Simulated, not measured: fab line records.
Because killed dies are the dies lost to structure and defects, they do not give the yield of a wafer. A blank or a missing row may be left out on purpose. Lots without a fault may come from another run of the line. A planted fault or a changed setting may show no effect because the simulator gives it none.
Which tool is to blame?	flow berkeleyCmos170	Sampling: 14 lots, 42 wafers, 4 of 331 route steps

WHAT EACH GAUGE READ, for each wafer
UCB170_PSD_TW_MEAS_10.
lot	measured	on	PSD_TW
L949	day 8 17:15	filmMetro-01	2348 2340 2342
L950	day 9 00:56	filmMetro-03	2325 2317 2328
L951	day 9 01:13	filmMetro-01	2334 2322 2327
L952	day 9 16:06	filmMetro-03	2319 2320 2329
L954	day 10 11:36	filmMetro-03	2332 2336 2340
L956	day 10 11:50	filmMetro-01	2292 2295 2296
L957	day 11 01:10	filmMetro-01	2332 2338 2324
L960	day 11 01:22	filmMetro-03	2275 2274 2288
L959	day 11 01:28	filmMetro-01	2336 2344 2338
L964	day 11 12:04	filmMetro-01	2338 2353 2360
L963	day 11 12:20	filmMetro-04	2314 2317 2327
L968	day 12 03:19	filmMetro-01	2322 2321 2316
L970	day 12 18:20	filmMetro-04	2331 2336 2319
L972	day 13 03:50	filmMetro-03	2336 2326 2332

UCB170_SDANNEAL_RS_MEAS_02: measures by four-point-probe.
lot	measured	on	PSD_RS (ohm/sq)
L949	day 8 20:02	filmMetro-03	75.9 75.8 75.9
L950	day 9 04:34	filmMetro-03	75.7 75.7 75.8
L951	day 9 05:01	filmMetro-01	75.8 76.0 75.8
L952	day 9 18:58	filmMetro-04	75.6 75.9 75.7
L954	day 10 14:41	filmMetro-01	75.7 75.3 75.7
L956	day 10 15:08	filmMetro-04	76.9 76.9 76.6
L957	day 11 05:07	filmMetro-01	76.3 76.3 76.1
L960	day 11 06:23	filmMetro-03	76.4 76.0 76.4
L959	day 11 06:25	filmMetro-04	75.2 75.4 75.4
L964	day 11 16:55	filmMetro-04	75.9 75.5 75.7
L963	day 11 18:06	filmMetro-01	75.9 75.9 75.7
L968	day 12 06:29	filmMetro-04	75.7 75.5 75.6
L970	day 12 23:29	filmMetro-04	75.9 75.8 75.6
L972	day 13 12:31	filmMetro-01	75.6 75.8 75.8

TOOL THAT RAN EACH LOT (tool first, then ch and the chambers of the sampled wafers, then the start)
lot	UCB170_PSD_IMPLANT_08	UCB170_PSD_STRIP_09
L949	implanter-01 ch 0, day 8 17:00	plasmaAsher-04 ch 0,1, day 8 17:09
L950	implanter-01 ch 0, day 9 00:41	plasmaAsher-02 ch 0,1, day 9 00:50
L951	implanter-03 ch 0, day 9 00:58	plasmaAsher-04 ch 0,1, day 9 01:07
L952	implanter-03 ch 0, day 9 15:52	plasmaAsher-02 ch 0,1, day 9 15:59
L954	implanter-03 ch 0, day 10 11:23	plasmaAsher-03 ch 0,1, day 10 11:31
L956	implanter-01 ch 0, day 10 11:37	plasmaAsher-02 ch 0,1, day 10 11:45
L957	implanter-03 ch 0, day 11 00:56	plasmaAsher-02 ch 0,1, day 11 01:03
L960	implanter-01 ch 0, day 11 01:07	plasmaAsher-02 ch 0,1, day 11 01:16
L959	implanter-03 ch 0, day 11 01:15	plasmaAsher-03 ch 0,1, day 11 01:23
L964	implanter-03 ch 0, day 11 11:49	plasmaAsher-04 ch 0,1, day 11 11:57
L963	implanter-03 ch 0, day 11 12:07	plasmaAsher-03 ch 0,1, day 11 12:16
L968	implanter-03 ch 0, day 12 03:04	plasmaAsher-02 ch 0,1, day 12 03:12
L970	implanter-03 ch 0, day 12 18:05	plasmaAsher-02 ch 0,1, day 12 18:14
L972	implanter-03 ch 0, day 13 03:35	plasmaAsher-02 ch 0,1, day 13 03:44
- UCB170_PSD_IMPLANT_08
- UCB170_PSD_STRIP_09: strips in O2.

WHAT THE TOOLS THEMSELVES READ (means of the sampled wafers that have a number; where no wafer has one, the mark that the record gives instead)
UCB170_PSD_IMPLANT_08.
lot	tool	beamEnergyKeV	endStationPressureTorr (Torr)	tiltDeg (degrees)
L949	implanter-01	19.999	1.18e-05	7.003
L950	implanter-01	19.994	1.25e-05	6.986
L951	implanter-03	19.991	1.23e-05	7.017
L952	implanter-03	19.995	1.26e-05	6.965
L954	implanter-03	20.003	1.25e-05	6.988
L956	implanter-01	18.002	1.27e-05	7.000
L957	implanter-03	19.994	1.26e-05	7.004
L960	implanter-01	17.999	1.25e-05	6.983
L959	implanter-03	19.999	1.30e-05	6.994
L964	implanter-03	19.997	1.19e-05	7.013
L963	implanter-03	19.996	1.22e-05	7.002
L968	implanter-03	19.998	1.19e-05	6.978
L970	implanter-03	19.997	1.29e-05	6.993
L972	implanter-03	19.991	1.23e-05	7.014

UCB170_PSD_STRIP_09.
lot	tool	chamberPressureMTorr (mTorr)	drypumpMotorCurrentA (A)	o2FlowSccm (sccm)	oesProductAu (a.u.)	stripTimeToEndpointS (s)
L949	plasmaAsher-04	3500.3	5.8	400.5	0.603	29.25
L950	plasmaAsher-02	3501.5	5.7	399.7	0.599	29.36
L951	plasmaAsher-04	3500.1	6.2	398.2	0.599	29.30
L952	plasmaAsher-02	3500.0	6.2	399.0	0.600	29.45
L954	plasmaAsher-03	3502.9	6.5	399.2	0.600	29.28
L956	plasmaAsher-02	3498.5	5.7	398.1	0.609	28.47
L957	plasmaAsher-02	3497.6	5.7	400.6	0.605	29.31
L960	plasmaAsher-02	3500.6	5.7	400.2	0.607	28.47
L959	plasmaAsher-03	3500.4	6.3	399.1	0.596	29.40
L964	plasmaAsher-04	3498.0	5.8	402.6	0.599	29.31
L963	plasmaAsher-03	3501.4	6.3	397.8	0.600	29.36
L968	plasmaAsher-02	3496.6	5.7	399.6	0.599	29.37
L970	plasmaAsher-02	3497.7	6.1	400.1	0.601	29.29
L972	plasmaAsher-02	3500.7	6.2	400.2	0.604	29.41

THE ANSWER, worked out from the rows above alone
Rule: the lots themselves supply what counts as usual. The widest of any qualifying gaps counts: lots, ordered by their means at a reading, are off when they make up no more than a third of the lots, leave a main group of 4 or more, and stand apart from it by 3 or more times the standard deviation of that group's means. A main group is skipped when, at the precision printed for the reading in the tables above, its means are all equal. Also off: a lot with no number at a reading for which 4 or more lots have one. The other lots that the step has rows for count as sound. Order of review: gauges by route order, followed by the tools' own readings, for which a lot's mean as printed above is used. The first step at which some lot is off is used, and at that step the reading that is off furthest; a lot without a number counts as furthest.
Off: L956, L960 (UCB170_PSD_IMPLANT_08, beamEnergyKeV). For the main group the mean is 19.996 and the standard deviation 0.0033.
A tool fits if, at that step or a process step before it, it ran every lot that is off, and no sound lot after the first of them. One candidate fits, namely implanter-01 at UCB170_PSD_IMPLANT_08. Its last sound lot is L950 (day 9 00:41), its first lot that is off L956 (day 10 11:37): a fault that began between those two fits.
On the lots that are off, the tool's own readings at UCB170_PSD_IMPLANT_08 differ by more than 5 times the standard deviation of the sound lots' means, which bears it out; beamEnergyKeV reads 18.000 there versus 19.996 on the sound lots.

WHAT HAD BEEN PUT IN BY THE SIMULATOR
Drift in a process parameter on implanter-01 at UCB170_PSD_IMPLANT_08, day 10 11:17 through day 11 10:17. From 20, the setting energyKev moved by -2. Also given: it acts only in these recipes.
Shown lots that were struck: L956, L960. This agrees with what the rule above found.
